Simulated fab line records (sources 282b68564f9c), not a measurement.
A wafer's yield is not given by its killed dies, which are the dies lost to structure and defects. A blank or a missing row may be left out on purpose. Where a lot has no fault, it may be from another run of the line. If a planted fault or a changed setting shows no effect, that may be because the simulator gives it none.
2 desks looking at one fault	flow rit_cmos	every desk sees just its own numbers, and what lay behind them comes last

== TOOL OWNER'S DESK, lpcvd-01 ==
The tool's own readings at RIT_SPACER_CVD_03 (deposits Si3N4 from SiH2Cl2/NH3, target thk 250 nm, time 3300 s): means of the sampled wafers that have a number, for each lot that ran on this tool. Marked OUT: a lot whose mean sits more than 4 standard deviations from the usual mean, which makes it out of limits; the brackets give that distance.
Columns: A = spike_tc_centre_C at RIT_SPACER_CVD_03, usual 812.3 C; B = spike_tc_load_C at RIT_SPACER_CVD_03, usual 835.4 C; C = spike_tc_source_C at RIT_SPACER_CVD_03, usual 834.0 C; D = susceptor_temp_C at RIT_SPACER_CVD_03, usual 810.0 C
lot	first seen here	A	B	C	D
L664	day 3 07:40	812.3	835.0	830.1	810.7
L666	day 3 20:01	812.4	836.0	831.1	810.7
L667	day 4 00:37	813.5	835.1	836.9	810.4
L669	day 4 07:01	811.9	835.4	830.6	810.0
L674	day 5 04:08	830.3 (+15) OUT	850.6 (+7.6) OUT	852.2 (+6.8) OUT	825.9 (+42) OUT
L675	day 5 09:24	830.2 (+15) OUT	849.7 (+7.2) OUT	851.6 (+6.5) OUT	825.9 (+42) OUT
This desk's verdict: out of limits on L674, L675, starting with L674 at day 5 04:08 (spike_tc_centre_C at RIT_SPACER_CVD_03). Within limits: L664, L666, L667, L669.

== THE METROLOGY DESK ==
Lot by lot, what the gauges showed, no matter which tool ran the lot: averages of those sampled wafers that carry a number. Marked OUT: a lot whose mean sits more than 4 standard deviations from the usual mean, which makes it out of limits; the brackets give that distance.
Columns: A = SPACER_NITRIDE_THK at RIT_SPACER_THK_MEAS_04, usual 249.8 nm
lot	first seen here	A
L663	day 3 04:11	246.5
L664	day 3 09:35	252.5
L665	day 3 17:27	251.5
L666	day 3 21:57	252.7
L667	day 4 02:32	246.2
L668	day 4 04:41	252.0
L669	day 4 08:56	248.3
L673	day 5 00:48	249.6
L674	day 5 06:05	330.9 (+39) OUT
L675	day 5 11:19	331.4 (+39) OUT
L681	day 6 17:09	251.4
L683	day 7 02:32	250.0
L684	day 7 05:53	252.9
L686	day 7 16:28	249.9
This desk's result: L674, L675 out of limits, first on L674 (SPACER_NITRIDE_THK at RIT_SPACER_THK_MEAS_04), day 5 06:05. Within limits: L663, L664, L665, L666, L667, L668, L669, L673, L681, L683, L684, L686.

== BROUGHT TOGETHER ==
On L674, L675, at day 5 04:08, an alarm was possible from the tool owner's desk.
An alarm was possible from the metrology desk at day 5 06:05, on L674, L675.
On lpcvd-01, each named lot ran RIT_SPACER_CVD_03.

== WHAT THE SIMULATOR HAD PUT IN ==
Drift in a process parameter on lpcvd-01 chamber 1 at RIT_SPACER_CVD_03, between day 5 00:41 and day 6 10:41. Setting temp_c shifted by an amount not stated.
Lots struck among those shown: L674, L675.
Delay (hours) between the fault's onset and each desk's first out-of-limits reading: 3 at the tool owner's desk, 5 at the metrology desk.
